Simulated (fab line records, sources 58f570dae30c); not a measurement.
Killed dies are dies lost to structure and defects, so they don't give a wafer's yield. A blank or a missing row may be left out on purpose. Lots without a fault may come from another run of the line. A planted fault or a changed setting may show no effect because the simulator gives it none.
One fault seen from 2 desks | flow berkeley_cmos170 | each desk has only its own numbers; what lay behind them comes last

THE TOOL OWNER'S DESK: furnace-04
The tool's own readings at UCB170_PWELL_OXIDATION_02 (target thk 26.4 nm, ox time 1260 s): means of the sampled wafers that have a number, for each lot that ran on this tool. A lot is out of limits, marked OUT, if its mean lies more than 4 standard deviations from the usual mean; the brackets give that distance.
Columns: A = tube_center_temp_C_max at UCB170_PWELL_OXIDATION_02, usual 1002.6
lot  | first seen here | A
L473 | day 2 17:12     | 1002.5
L475 | day 3 11:40     | 1002.6
L476 | day 3 11:40     | 1002.8
L477 | day 3 22:33     | 1002.2
L478 | day 3 22:33     | 1002.5
L490 | day 6 15:08     | 1002.9
L491 | day 6 15:08     | 1002.7
This desk's finding: nothing out of limits on any of the 7 lots.

THE METROLOGY DESK
What the gauges read, lot by lot, whatever tool the lot ran on: means of the sampled wafers that have a number. A lot is out of limits, marked OUT, if its mean lies more than 4 standard deviations from the usual mean; the brackets give that distance.
Columns: A = PWELL_OXIDE_THK at UCB170_PWELL_THK_MEAS_03, usual 26.5 nm
lot  | first seen here | A
L473 | day 2 18:34     | 26.7
L474 | day 3 04:25     | 26.3
L475 | day 3 13:01     | 27.2
L476 | day 3 13:01     | 27.2
L477 | day 3 23:54     | 26.0
L478 | day 3 23:54     | 27.2
L479 | day 4 11:43     | 26.1
L480 | day 4 11:43     | 26.4
L483 | day 4 19:55     | 26.5
L489 | day 6 06:15     | 26.0
L490 | day 6 16:29     | 29.8 (+6.8) OUT
L491 | day 6 16:29     | 29.2 (+5.7) OUT
L493 | day 7 08:14     | 26.2
L495 | day 7 08:17     | 26.3
This desk's finding: out of limits on L490, L491; first on L490, day 6 16:29 (PWELL_OXIDE_THK at UCB170_PWELL_THK_MEAS_03). In limits: L473, L474, L475, L476, L477, L478, L479, L480, L483, L489, L493, L495.

PUT TOGETHER
The metrology desk could have raised an alarm at day 6 16:29, on L490, L491.
The tool owner's desk saw nothing out of limits.
The tool owner's desk has L490, L491 on record, within its limits.
Of the lots named, all ran UCB170_PWELL_OXIDATION_02 on furnace-04.

WHAT THE SIMULATOR HAD PUT IN
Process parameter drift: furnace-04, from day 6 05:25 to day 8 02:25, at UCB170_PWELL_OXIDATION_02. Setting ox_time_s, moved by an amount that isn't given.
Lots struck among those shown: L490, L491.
Hours from the fault's start to each desk's first reading out of limits: the metrology desk, 11.
